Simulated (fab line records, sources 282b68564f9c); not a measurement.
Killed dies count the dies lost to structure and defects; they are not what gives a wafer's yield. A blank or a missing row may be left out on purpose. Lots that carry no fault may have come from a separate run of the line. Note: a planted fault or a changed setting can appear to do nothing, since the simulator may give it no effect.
Which tool was responsible? -- flow rit cmos -- 13 lots with 39 wafers sampled at 2 steps, on a route of 202 steps

WHAT THE GAUGES SHOWED, per wafer
RIT_SILICIDE_RS_MEAS_02: measures by four-point-probe. Usual: SILICIDE_TI_RS 49.7 ohm/sq, standard deviation 0.57.
lot,measured,on,SILICIDE_TI_RS (ohm/sq),flag
L530,day 3 13:19,film metro-02,50.1 48.9 48.9,
L532,day 4 01:12,film metro-01,51.0 50.9 50.4,
L533,day 4 05:22,film metro-04,49.2 49.4 50.1,
L534,day 4 10:33,film metro-02,49.7 49.4 49.8,
L535,day 4 13:59,film metro-04,49.6 50.3 50.4,
L536,day 4 19:07,film metro-01,49.1 50.3 50.2,
L537,day 5 03:17,film metro-01,49.2 49.3 49.3,
L539,day 5 11:01,film metro-04,49.6 50.5 49.9,
L540,day 5 16:29,film metro-01,49.8 50.5 50.1,
L541,day 5 18:28,film metro-02,50.6 50.9 50.2,
L542,day 5 21:49,film metro-01,48.9 49.0 48.4,
L548,day 7 06:38,film metro-01,49.5 49.1 49.6,
L550,day 7 16:15,film metro-04,49.0 41.7 48.8,OFF

WHICH TOOL RAN EACH LOT (tool, then ch and the chambers of the sampled wafers, then the start)
lot,RIT_SILICIDE_SPUTTER_01
L530,"pvd sputter-04, day 3 13:08"
L532,"pvd sputter-04, day 4 01:03"
L533,"pvd sputter-03, day 4 05:12"
L534,"pvd sputter-04, day 4 10:24"
L535,"pvd sputter-03, day 4 13:49"
L536,"pvd sputter-04, day 4 18:56"
L537,"pvd sputter-03, day 5 03:08"
L539,"pvd sputter-02, day 5 10:49"
L540,"pvd sputter-02, day 5 16:19"
L541,"pvd sputter-04, day 5 18:19"
L542,"pvd sputter-03, day 5 21:39"
L548,"pvd sputter-03, day 7 06:29"
L550,"pvd sputter-03, day 7 16:06"
- RIT_SILICIDE_SPUTTER_01: material Ti, target thk 30 nm, time 240 s.

AS READ BY THE TOOLS THEMSELVES (means over the sampled wafers that have a number; for cases with no such wafer, the mark the record gives instead)
RIT_SILICIDE_SPUTTER_01. Usual: chamber pressure pa 0.6670 Pa, standard deviation 0.0013; substrate temp c 25.03 C, standard deviation 0.11; throttle valve pct 29.9 %, standard deviation 1.2.
lot,tool,chamber pressure pa (Pa),substrate temp c (C),throttle valve pct (%),flag
L530,pvd sputter-04,0.6665,25.04,30.8,
L532,pvd sputter-04,0.6665,25.07,29.9,
L533,pvd sputter-03,0.6659,25.03,29.8,
L534,pvd sputter-04,0.6678,25.09,31.6,
L535,pvd sputter-03,0.6666,25.07,29.4,
L536,pvd sputter-04,0.6661,24.92,32.5,
L537,pvd sputter-03,0.6670,24.96,29.5,
L539,pvd sputter-02,0.6657,25.12,29.6,
L540,pvd sputter-02,0.6650,25.19,30.0,
L541,pvd sputter-04,0.6675,24.96,30.5,
L542,pvd sputter-03,0.6665,25.16,29.5,
L548,pvd sputter-03,0.6661,25.04,29.6,
L550,pvd sputter-03,0.6505,25.15,30.0,OFF

THE ANSWER, worked out from the rows above alone
Rule: a lot is off if the mean of its wafers that have a number lies more than 3 standard deviations from the usual mean. Also off: a lot with no number at a reading for which 4 or more lots have one. All remaining lots with rows at the step are treated as sound. After the gauges, taken in route order, come the tools' own readings; for these a lot's mean is taken, as printed above. The first step at which some lot is off is used, and at that step the reading that is off furthest; a lot without a number counts as furthest.
Off: L550, seen at RIT_SILICIDE_RS_MEAS_02 (SILICIDE_TI_RS).
If a tool, at a process step before that reading, ran all the lots that are off and no sound lot after the first of them, it fits. Not tried: the gauges at RIT_SILICIDE_RS_MEAS_02; whatever is off there is also off at RIT_SILICIDE_SPUTTER_01, on other tools, and gauge error can't account for it. One candidate fits, namely pvd sputter-03 at RIT_SILICIDE_SPUTTER_01. A fault onset in the window from L548 (day 7 06:29, its last sound lot) to L550 (day 7 16:06, its first lot off) fits.
The tool's own readings at RIT_SILICIDE_SPUTTER_01 bear it out: on the lots that are off they differ by more than 5 times the standard deviation of the sound lots' means. chamber pressure pa reads 0.6505 Pa there against 0.6664 Pa on the sound lots.

WHAT HAD BEEN PUT IN BY THE SIMULATOR
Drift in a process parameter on pvd sputter-03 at RIT_SILICIDE_SPUTTER_01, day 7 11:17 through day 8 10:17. From 0.667, the setting chamber pressure pa moved by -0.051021. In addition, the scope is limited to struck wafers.
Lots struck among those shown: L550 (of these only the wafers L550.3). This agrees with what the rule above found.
